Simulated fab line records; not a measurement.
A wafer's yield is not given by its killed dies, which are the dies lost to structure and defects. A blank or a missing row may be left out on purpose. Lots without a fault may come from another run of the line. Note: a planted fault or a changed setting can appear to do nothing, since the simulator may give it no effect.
2 desks, one fault    flow rit-cmos    what lay behind the numbers comes last; until then each desk has only its own

## FOR THE TOOL OWNER'S DESK: implanter-01
The tool's own readings at RIT_NSD_IMPLANT_08: means of the sampled wafers that have a number, for each lot that ran on this tool. Marked OUT: a lot whose mean sits more than 4 standard deviations from the usual mean, which makes it out of limits; the brackets give that distance.
Columns: A = dose-ions-cm2 at RIT_NSD_IMPLANT_08, usual 9.999e+14; B = end-station-pressure-torr at RIT_NSD_IMPLANT_08, usual 7.5e-06 Torr; C = faraday-current-uA at RIT_NSD_IMPLANT_08, usual 3129
lot   first seen here  A                            B                   C
L200  day 3 10:05      1.001e+15                    7.6e-06             3113
L202  day 3 19:49      9.997e+14                    7.6e-06             3150
L208  day 4 23:30      9.999e+14                    7.4e-06             3059
L209  day 5 03:58      1.000e+15                    7.6e-06             3143
L214  day 5 23:40      1.502e+15 (+99 or more) OUT  9.6e-06 (+5.4) OUT  4729 (+26) OUT
L219  day 7 00:47      1.503e+15 (+99 or more) OUT  8.8e-06             4720 (+26) OUT
This desk's finding: out of limits on L214, L219; first on L214, day 5 23:40 (dose-ions-cm2 at RIT_NSD_IMPLANT_08). L200, L202, L208, L209: within limits.

## METROLOGY DESK
Lot by lot, what the gauges showed, no matter which tool ran the lot: averages of those sampled wafers that carry a number. Marked OUT: a lot whose mean sits more than 4 standard deviations from the usual mean, which makes it out of limits; the brackets give that distance.
Columns: A = GATE_OVL at RIT_GATE_OVL_MEAS_17, usual -1.2 nm; B = NSD_TW at RIT_NSD_TW_MEAS_10, usual 3141; C = NSD_RS at RIT_SDANNEAL_RS_MEAS_05, usual 84.49 ohm/sq
lot   first seen here  A     B               C
L200  day 2 23:09      2.2   3137            84.24
L202  day 3 08:56      -2.4  3127            84.83
L203  day 3 12:13      -1.8  3154            84.85
L206  day 4 01:59      -2.0  3149            84.63
L208  day 4 11:25      -1.2  3144            84.69
L209  day 4 17:17      0.6   3139            84.35
L210  day 4 21:14      -2.0  3124            85.05
L212  day 5 06:21      -0.8  3141            84.25
L214  day 5 11:19      -0.6  3403 (+19) OUT  61.97 (-83) OUT
L215  day 5 21:24      -2.3  3139            84.52
L217  day 6 07:40      -0.6  3142            84.41
L219  day 6 13:16      1.1   3397 (+18) OUT  62.15 (-83) OUT
L221  day 7 02:09      -2.4  3139            84.47
L222  day 7 08:59      -1.1  3123            84.66
This desk reports L214, L219 out of limits; the earliest was L214 at day 5 23:59 (NSD_TW at RIT_NSD_TW_MEAS_10). L200, L202, L203, L206, L208, L209, L210, L212, L215, L217, L221, L222: within limits.

## PUT TOGETHER
At day 5 23:40, on L214, L219, the tool owner's desk was in a position to raise an alarm.
The metrology desk could have raised an alarm at day 5 23:59, on L214, L219.
On implanter-01, each named lot ran RIT_NSD_IMPLANT_08.

## WHAT THE SIMULATOR HAD INSERTED
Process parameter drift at RIT_NSD_IMPLANT_08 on implanter-01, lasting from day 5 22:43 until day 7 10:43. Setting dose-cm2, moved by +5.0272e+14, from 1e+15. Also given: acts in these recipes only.
Lots struck among those shown: L214, L219.
Fault start to first reading out of limits, in hours, per desk: tool owner, 1; metrology, 1.
